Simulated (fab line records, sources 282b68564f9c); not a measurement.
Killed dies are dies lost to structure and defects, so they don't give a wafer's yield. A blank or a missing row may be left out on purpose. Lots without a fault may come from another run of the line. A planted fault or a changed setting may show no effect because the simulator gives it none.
A struck lot beside a sound one | flow rit_cmos | 21 steps out of a route of 202
Sound: wafers L495.2, L495.5, L495.6. Struck: wafers L503.2, L503.4, L503.5. The cause comes at the end.
At each step with rows: each side's tool, then ch and its chambers, then its first start. Under that, the readings that differ: sound wafers | struck wafers | difference of the means | sigmas: that difference in standard deviations of wafers without a fault.
alike: readings whose means differ by less than 2 such deviations, and words and numbers that are the same on both sides. not compared: withheld readings, readings that some wafer has no value for, bounds like >300 that may hide the same value, and numbers for which the record gives no deviation and whose values overlap.
The two part at a step that has a row with sigmas, a row that says differs or no value, or rows on one side only. Numbers that don't overlap but have no deviation are shown without sigmas and don't part them. A reading that every wafer of one side lacks parts them only if that side has two wafers or more.

first, 6 steps without rows for these wafers: RIT_NWELL_HMDS_00 (prime time 60 s); RIT_NWELL_COAT_01 (resist thk 1300 nm); RIT_NWELL_SOFTBAKE_02 (time 60 s); RIT_NWELL_EXPOSE_03 (exposes mask M2, target cd 43900 nm); RIT_NWELL_PEB_04; RIT_NWELL_DEVELOP_05 (develop time 68 s).
RIT_NWELL_OVL_MEAS_06:
  sound on overlay-01, day 3 15:53; struck on overlay-01, day 5 06:48
  alike: NWELL_OVL
then, 2 steps without rows for these wafers: RIT_NWELL_HARDBAKE_07 (time 120 s); RIT_NWELL_IMPLANT_08.
RIT_NWELL_STRIP_09: strips in O2, time 180 s.
  sound on plasma_asher-01 ch 0,1, day 3 16:19; struck on plasma_asher-02 ch 0, day 5 07:14
  alike: drypump_motor_current_A
  not compared: rf_hours_counter_h
RIT_NWELL_TW_MEAS_10:
  sound on film_metro-03, day 3 16:29; struck on film_metro-02, day 5 07:25
  alike: NWELL_TW
then, 1 step without rows for these wafers: RIT_PWELL_HMDS_00 (prime time 60 s).
RIT_PWELL_COAT_01: resist thk 1300 nm.
  sound on litho_track-01 ch 0, day 3 16:43; struck on litho_track-01 ch 0, day 5 07:47
  reading                                    | sound                | struck               | difference | sigmas
  spin_speed_rpm (rpm)                       | 1996.0 1997.8 2000.2 | 1954.0 1959.0 1957.7 | -41.1      | -29
  model.NOVOLAK_of_PWELL_COAT_01.thk_nm (nm) | 1300 1305 1302       | 1313 1319 1321       | +15        |
  alike: chill_plate_temp_C
then, 4 steps without rows for these wafers: RIT_PWELL_SOFTBAKE_02 (time 60 s); RIT_PWELL_EXPOSE_03 (exposes mask M3, target cd 43700 nm); RIT_PWELL_PEB_04; RIT_PWELL_DEVELOP_05 (develop time 68 s).
RIT_PWELL_OVL_MEAS_06:
  sound on overlay-01, day 3 17:29; struck on overlay-01, day 5 08:29
  alike: PWELL_OVL
RIT_PWELL_HARDBAKE_07: time 120 s.
  sound on litho_track-02 ch 0, day 3 17:34; struck on litho_track-02 ch 0, day 5 08:34
  reading                                    | sound          | struck         | difference | sigmas
  model.NOVOLAK_of_PWELL_COAT_01.thk_nm (nm) | 1137 1141 1138 | 1148 1153 1155 | +13        |
  alike: chill_plate_temp_C
then, 1 step without rows for these wafers: RIT_PWELL_IMPLANT_08.
RIT_M1_PROBE_99:
  the record has rows for the sound wafers here (prober-01, day 5 06:49) and none for the struck ones

WHERE THEY PART
First at RIT_PWELL_COAT_01; last, within this record, at RIT_M1_PROBE_99.

WHY: what the simulator had put in
Process parameter drift: litho_track-01, from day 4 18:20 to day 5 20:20, at RIT_PWELL_COAT_01. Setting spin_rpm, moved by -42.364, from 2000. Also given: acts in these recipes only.
